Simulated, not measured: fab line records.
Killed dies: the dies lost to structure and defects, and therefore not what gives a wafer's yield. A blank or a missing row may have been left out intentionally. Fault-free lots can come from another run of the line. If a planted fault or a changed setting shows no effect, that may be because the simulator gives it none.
What tool caused it? :: flow berkeleyCmos170 :: 15 lots, 45 wafers sampled, at 6 steps of a route of 331

WHAT EACH GAUGE READ, for each wafer
UCB170_PWELL_OVL_MEAS_13.
lot: L943
measured: day 3 11:23
on: overlay-02
PWELL_OVL (nm): 5 3 9

lot: L952
measured: day 4 22:16
on: overlay-02
PWELL_OVL (nm): 5 4 10

lot: L950
measured: day 4 22:29
on: overlay-01
PWELL_OVL (nm): 3 1 2

lot: L951
measured: day 4 22:44
on: overlay-01
PWELL_OVL (nm): 2 -3 4

lot: L953
measured: day 5 13:41
on: overlay-02
PWELL_OVL (nm): 1 -4 -2

lot: L955
measured: day 5 17:56
on: overlay-02
PWELL_OVL (nm): 5 4 11

lot: L956
measured: day 5 21:26
on: overlay-02
PWELL_OVL (nm): 0 8 8

lot: L959
measured: day 6 08:55
on: overlay-01
PWELL_OVL (nm): -3 -4 1

lot: L957
measured: day 6 09:07
on: overlay-01
PWELL_OVL (nm): 0 -4 6

lot: L958
measured: day 6 15:25
on: overlay-01
PWELL_OVL (nm): 7 9 -4

lot: L961
measured: day 6 23:27
on: overlay-01
PWELL_OVL (nm): 5 6 9

lot: L960
measured: day 6 23:44
on: overlay-01
PWELL_OVL (nm): -4 5 -1

lot: L962
measured: day 7 01:57
on: overlay-02
PWELL_OVL (nm): 4 2 2

lot: L963
measured: day 7 08:13
on: overlay-01
PWELL_OVL (nm): 13 7 7

lot: L964
measured: day 7 20:23
on: overlay-01
PWELL_OVL (nm): 13 2 3

UCB170_PFIELD_OVL_MEAS_06.
lot: L943
measured: day 4 13:54
on: overlay-02
PFIELD_OVL (nm): 20 11 10

lot: L952
measured: day 6 03:35
on: overlay-02
PFIELD_OVL (nm): 6 7 -1

lot: L950
measured: day 6 03:02
on: overlay-01
PFIELD_OVL (nm): -1 -7 -2

lot: L951
measured: day 6 03:19
on: overlay-01
PFIELD_OVL (nm): 9 7 10

lot: L953
measured: day 6 09:31
on: overlay-01
PFIELD_OVL (nm): 13 11 8

lot: L955
measured: day 7 01:40
on: overlay-01
PFIELD_OVL (nm): 6 8 4

lot: L956
measured: day 7 06:02
on: overlay-01
PFIELD_OVL (nm): 12 11 9

lot: L959
measured: day 7 12:38
on: overlay-02
PFIELD_OVL (nm): 12 13 15

lot: L957
measured: day 7 12:55
on: overlay-02
PFIELD_OVL (nm): -1 -2 0

lot: L958
measured: day 7 16:03
on: overlay-01
PFIELD_OVL (nm): 1 7 8

lot: L961
measured: day 8 12:53
on: overlay-02
PFIELD_OVL (nm): -5 1 2

lot: L960
measured: day 8 12:41
on: overlay-02
PFIELD_OVL (nm): 11 7 5

lot: L962
measured: day 8 12:58
on: overlay-01
PFIELD_OVL (nm): -6 2 -4

lot: L963
measured: day 8 17:26
on: overlay-01
PFIELD_OVL (nm): 9 6 10

lot: L964
measured: day 9 04:23
on: overlay-02
PFIELD_OVL (nm): 6 8 10

UCB170_FIELD_THK_MEAS_90.
lot: L943
measured: day 5 00:05
on: filmMetro-04
FIELD_OXIDE_LEFT_1_THK (nm): 449 441 443

lot: L952
measured: day 6 14:50
on: filmMetro-04
FIELD_OXIDE_LEFT_1_THK (nm): 476 466 477

lot: L950
measured: day 6 14:51
on: filmMetro-01
FIELD_OXIDE_LEFT_1_THK (nm): 498 492 491

lot: L951
measured: day 6 14:50
on: filmMetro-03
FIELD_OXIDE_LEFT_1_THK (nm): 462 460 460

lot: L953
measured: day 6 21:58
on: filmMetro-03
FIELD_OXIDE_LEFT_1_THK (nm): 438 443 439

lot: L955
measured: day 7 15:51
on: filmMetro-03
FIELD_OXIDE_LEFT_1_THK (nm): 431 428 429

lot: L956
measured: day 8 00:28
on: filmMetro-04
FIELD_OXIDE_LEFT_1_THK (nm): 451 457 458

lot: L959
measured: day 8 07:10
on: filmMetro-01
FIELD_OXIDE_LEFT_1_THK (nm): 422 433 439

lot: L957
measured: day 8 07:10
on: filmMetro-04
FIELD_OXIDE_LEFT_1_THK (nm): 431 436 426

lot: L958
measured: day 8 11:56
on: filmMetro-01
FIELD_OXIDE_LEFT_1_THK (nm): 434 445 445

lot: L961
measured: day 9 03:24
on: filmMetro-03
FIELD_OXIDE_LEFT_1_THK (nm): 468 469 464

lot: L960
measured: day 9 03:25
on: filmMetro-01
FIELD_OXIDE_LEFT_1_THK (nm): 437 432 434

lot: L962
measured: day 9 03:25
on: filmMetro-04
FIELD_OXIDE_LEFT_1_THK (nm): 437 439 437

lot: L963
measured: day 9 08:59
on: filmMetro-03
FIELD_OXIDE_LEFT_1_THK (nm): 441 448 442

lot: L964
measured: day 9 20:05
on: filmMetro-04
FIELD_OXIDE_LEFT_1_THK (nm): 445 445 442

UCB170_FIELD_THK_MEAS_91.
lot: L943
measured: day 5 14:22
on: filmMetro-04
FIELD_OXIDE_LEFT_2_THK (nm): 361 353 356

lot: L952
measured: day 7 05:58
on: filmMetro-03
FIELD_OXIDE_LEFT_2_THK (nm): 387 378 389

lot: L950
measured: day 7 06:12
on: filmMetro-03
FIELD_OXIDE_LEFT_2_THK (nm): 410 404 402

lot: L951
measured: day 7 06:15
on: filmMetro-01
FIELD_OXIDE_LEFT_2_THK (nm): 373 371 372

lot: L953
measured: day 7 11:32
on: filmMetro-03
FIELD_OXIDE_LEFT_2_THK (nm): 351 355 351

lot: L955
measured: day 8 14:34
on: filmMetro-03
FIELD_OXIDE_LEFT_2_THK (nm): 343 340 341

lot: L956
measured: day 8 19:49
on: filmMetro-04
FIELD_OXIDE_LEFT_2_THK (nm): 363 369 370

lot: L959
measured: day 9 00:57
on: filmMetro-01
FIELD_OXIDE_LEFT_2_THK (nm): 335 345 352

lot: L957
measured: day 9 00:57
on: filmMetro-04
FIELD_OXIDE_LEFT_2_THK (nm): 342 346 337

lot: L958
measured: day 9 05:22
on: filmMetro-01
FIELD_OXIDE_LEFT_2_THK (nm): 345 356 356

lot: L961
measured: day 9 20:20
on: filmMetro-04
FIELD_OXIDE_LEFT_2_THK (nm): 379 381 375

lot: L960
measured: day 9 20:10
on: filmMetro-01
FIELD_OXIDE_LEFT_2_THK (nm): 349 344 347

lot: L962
measured: day 9 20:05
on: filmMetro-03
FIELD_OXIDE_LEFT_2_THK (nm): 349 351 349

lot: L963
measured: day 10 04:05
on: filmMetro-03
FIELD_OXIDE_LEFT_2_THK (nm): 354 360 354

lot: L964
measured: day 10 11:29
on: filmMetro-04
FIELD_OXIDE_LEFT_2_THK (nm): 357 356 354

WHAT TOOL EACH LOT RAN ON (gives the tool, then ch and the chambers of the sampled wafers, and finally the start)
lot: L943
UCB170_FIELD_WET_ETCH_04: wetBench-02 ch 2, day 4 20:30
UCB170_NVT_STRIP_08: plasmaAsher-04 ch 0,1, day 5 12:05

lot: L952
UCB170_FIELD_WET_ETCH_04: wetBench-03 ch 1, day 6 11:17
UCB170_NVT_STRIP_08: plasmaAsher-03 ch 0,1, day 7 01:57

lot: L950
UCB170_FIELD_WET_ETCH_04: wetBench-03 ch 2, day 6 11:17
UCB170_NVT_STRIP_08: plasmaAsher-02 ch 0,1, day 7 02:10

lot: L951
UCB170_FIELD_WET_ETCH_04: wetBench-03 ch 3, day 6 11:17
UCB170_NVT_STRIP_08: plasmaAsher-04 ch 0,1, day 7 02:11

lot: L953
UCB170_FIELD_WET_ETCH_04: wetBench-04 ch 2, day 6 18:24
UCB170_NVT_STRIP_08: plasmaAsher-04 ch 0,1, day 7 09:08

lot: L955
UCB170_FIELD_WET_ETCH_04: wetBench-03 ch 1, day 7 11:58
UCB170_NVT_STRIP_08: plasmaAsher-02 ch 0,1, day 8 12:50

lot: L956
UCB170_FIELD_WET_ETCH_04: wetBench-02 ch 3, day 7 20:36
UCB170_NVT_STRIP_08: plasmaAsher-02 ch 0,1, day 8 17:52

lot: L959
UCB170_FIELD_WET_ETCH_04: wetBench-03 ch 1, day 8 03:32
UCB170_NVT_STRIP_08: plasmaAsher-04 ch 0, day 8 22:04

lot: L957
UCB170_FIELD_WET_ETCH_04: wetBench-03 ch 2, day 8 03:32
UCB170_NVT_STRIP_08: plasmaAsher-02 ch 0,1, day 8 21:47

lot: L958
UCB170_FIELD_WET_ETCH_04: wetBench-03 ch 3, day 8 08:11
UCB170_NVT_STRIP_08: plasmaAsher-04 ch 0,1, day 9 03:39

lot: L961
UCB170_FIELD_WET_ETCH_04: wetBench-03 ch 2, day 8 23:41
UCB170_NVT_STRIP_08: plasmaAsher-03 ch 0,1, day 9 18:29

lot: L960
UCB170_FIELD_WET_ETCH_04: wetBench-03 ch 1, day 8 23:41
UCB170_NVT_STRIP_08: plasmaAsher-04 ch 0,1, day 9 18:22

lot: L962
UCB170_FIELD_WET_ETCH_04: wetBench-03 ch 0, day 8 23:41
UCB170_NVT_STRIP_08: plasmaAsher-03 ch 0,1, day 9 18:13

lot: L963
UCB170_FIELD_WET_ETCH_04: wetBench-03 ch 1, day 9 05:07
UCB170_NVT_STRIP_08: plasmaAsher-03 ch 0,1, day 10 00:35

lot: L964
UCB170_FIELD_WET_ETCH_04: wetBench-03 ch 3, day 9 16:29
UCB170_NVT_STRIP_08: plasmaAsher-03 ch 0,1, day 10 09:53
- UCB170_FIELD_WET_ETCH_04: etches SiO2 in dHF, time 60 s.
- UCB170_NVT_STRIP_08: strips in O2.

WHAT THE TOOLS THEMSELVES READ (means of the sampled wafers that have a number; where no wafer has one, the mark that the record gives instead)
UCB170_FIELD_WET_ETCH_04.
lot: L943
tool: wetBench-02
bathHeatDutyPct (%): 6.4
runLengthS (s): 92

lot: L952
tool: wetBench-03
bathHeatDutyPct (%): -
runLengthS (s): -

lot: L950
tool: wetBench-03
bathHeatDutyPct (%): -
runLengthS (s): -

lot: L951
tool: wetBench-03
bathHeatDutyPct (%): -
runLengthS (s): -

lot: L953
tool: wetBench-04
bathHeatDutyPct (%): 7.3
runLengthS (s): 88

lot: L955
tool: wetBench-03
bathHeatDutyPct (%): 6.4
runLengthS (s): 87

lot: L956
tool: wetBench-02
bathHeatDutyPct (%): 6.2
runLengthS (s): 94

lot: L959
tool: wetBench-03
bathHeatDutyPct (%): 6.8
runLengthS (s): 87

lot: L957
tool: wetBench-03
bathHeatDutyPct (%): 5.7
runLengthS (s): 87

lot: L958
tool: wetBench-03
bathHeatDutyPct (%): 7.1
runLengthS (s): 86

lot: L961
tool: wetBench-03
bathHeatDutyPct (%): 5.4
runLengthS (s): 87

lot: L960
tool: wetBench-03
bathHeatDutyPct (%): 6.4
runLengthS (s): 85

lot: L962
tool: wetBench-03
bathHeatDutyPct (%): 6.2
runLengthS (s): 87

lot: L963
tool: wetBench-03
bathHeatDutyPct (%): 6.3
runLengthS (s): 93

lot: L964
tool: wetBench-03
bathHeatDutyPct (%): 6.7
runLengthS (s): 86

UCB170_NVT_STRIP_08.
lot: L943
tool: plasmaAsher-04
drypumpMotorCurrentA (A): 5.4
oesProductAu (a.u.): 0.734
stripTimeToEndpointS (s): 21.48

lot: L952
tool: plasmaAsher-03
drypumpMotorCurrentA (A): 5.8
oesProductAu (a.u.): 0.739
stripTimeToEndpointS (s): 21.42

lot: L950
tool: plasmaAsher-02
drypumpMotorCurrentA (A): 6.4
oesProductAu (a.u.): 0.735
stripTimeToEndpointS (s): 21.45

lot: L951
tool: plasmaAsher-04
drypumpMotorCurrentA (A): 5.5
oesProductAu (a.u.): 0.731
stripTimeToEndpointS (s): 21.48

lot: L953
tool: plasmaAsher-04
drypumpMotorCurrentA (A): 5.5
oesProductAu (a.u.): 0.730
stripTimeToEndpointS (s): 21.51

lot: L955
tool: plasmaAsher-02
drypumpMotorCurrentA (A): 6.4
oesProductAu (a.u.): 0.733
stripTimeToEndpointS (s): 21.54

lot: L956
tool: plasmaAsher-02
drypumpMotorCurrentA (A): 6.4
oesProductAu (a.u.): 0.738
stripTimeToEndpointS (s): 21.45

lot: L959
tool: plasmaAsher-04
drypumpMotorCurrentA (A): 5.4
oesProductAu (a.u.): 0.738
stripTimeToEndpointS (s): 21.45

lot: L957
tool: plasmaAsher-02
drypumpMotorCurrentA (A): 6.4
oesProductAu (a.u.): 0.732
stripTimeToEndpointS (s): 21.49

lot: L958
tool: plasmaAsher-04
drypumpMotorCurrentA (A): 5.5
oesProductAu (a.u.): 0.735
stripTimeToEndpointS (s): 21.40

lot: L961
tool: plasmaAsher-03
drypumpMotorCurrentA (A): 5.8
oesProductAu (a.u.): 0.739
stripTimeToEndpointS (s): 21.48

lot: L960
tool: plasmaAsher-04
drypumpMotorCurrentA (A): 5.5
oesProductAu (a.u.): 0.742
stripTimeToEndpointS (s): 21.49

lot: L962
tool: plasmaAsher-03
drypumpMotorCurrentA (A): 5.8
oesProductAu (a.u.): 0.733
stripTimeToEndpointS (s): 21.46

lot: L963
tool: plasmaAsher-03
drypumpMotorCurrentA (A): 5.8
oesProductAu (a.u.): 0.736
stripTimeToEndpointS (s): 21.52

lot: L964
tool: plasmaAsher-03
drypumpMotorCurrentA (A): 5.8
oesProductAu (a.u.): 0.734
stripTimeToEndpointS (s): 21.43

THE ANSWER, worked out from the rows above alone
Rule: the lots themselves supply what counts as usual. Put in order of their means at a reading, lots are off if they are a third of the lots or fewer, leave a main group of 4 or more, and stand apart from it by a gap of 3 or more times the standard deviation of the main group's means; of several such gaps the widest counts. A main group is skipped when, at the precision printed for the reading in the tables above, its means are all equal. A lot without any number at a reading at which 4 lots or more have one is off too. Where the step has rows for the other lots, those lots are counted as sound. After the gauges, taken in route order, come the tools' own readings; for these a lot's mean is taken, as printed above. At the first step where some lot is off, the reading lying furthest off is the one used; lots without a number count as furthest.
Off: L952, L950, L951, at UCB170_FIELD_WET_ETCH_04 (bathHeatDutyPct). Without a number there: L952, L950, L951. Main group: mean 6.4 %, sd 0.51.
If a tool, at that step or one of the process steps before it, ran each lot that is off and ran no sound lot following the first of them, it fits. None of those tried fits.

WHAT THE SIMULATOR HAD PUT IN
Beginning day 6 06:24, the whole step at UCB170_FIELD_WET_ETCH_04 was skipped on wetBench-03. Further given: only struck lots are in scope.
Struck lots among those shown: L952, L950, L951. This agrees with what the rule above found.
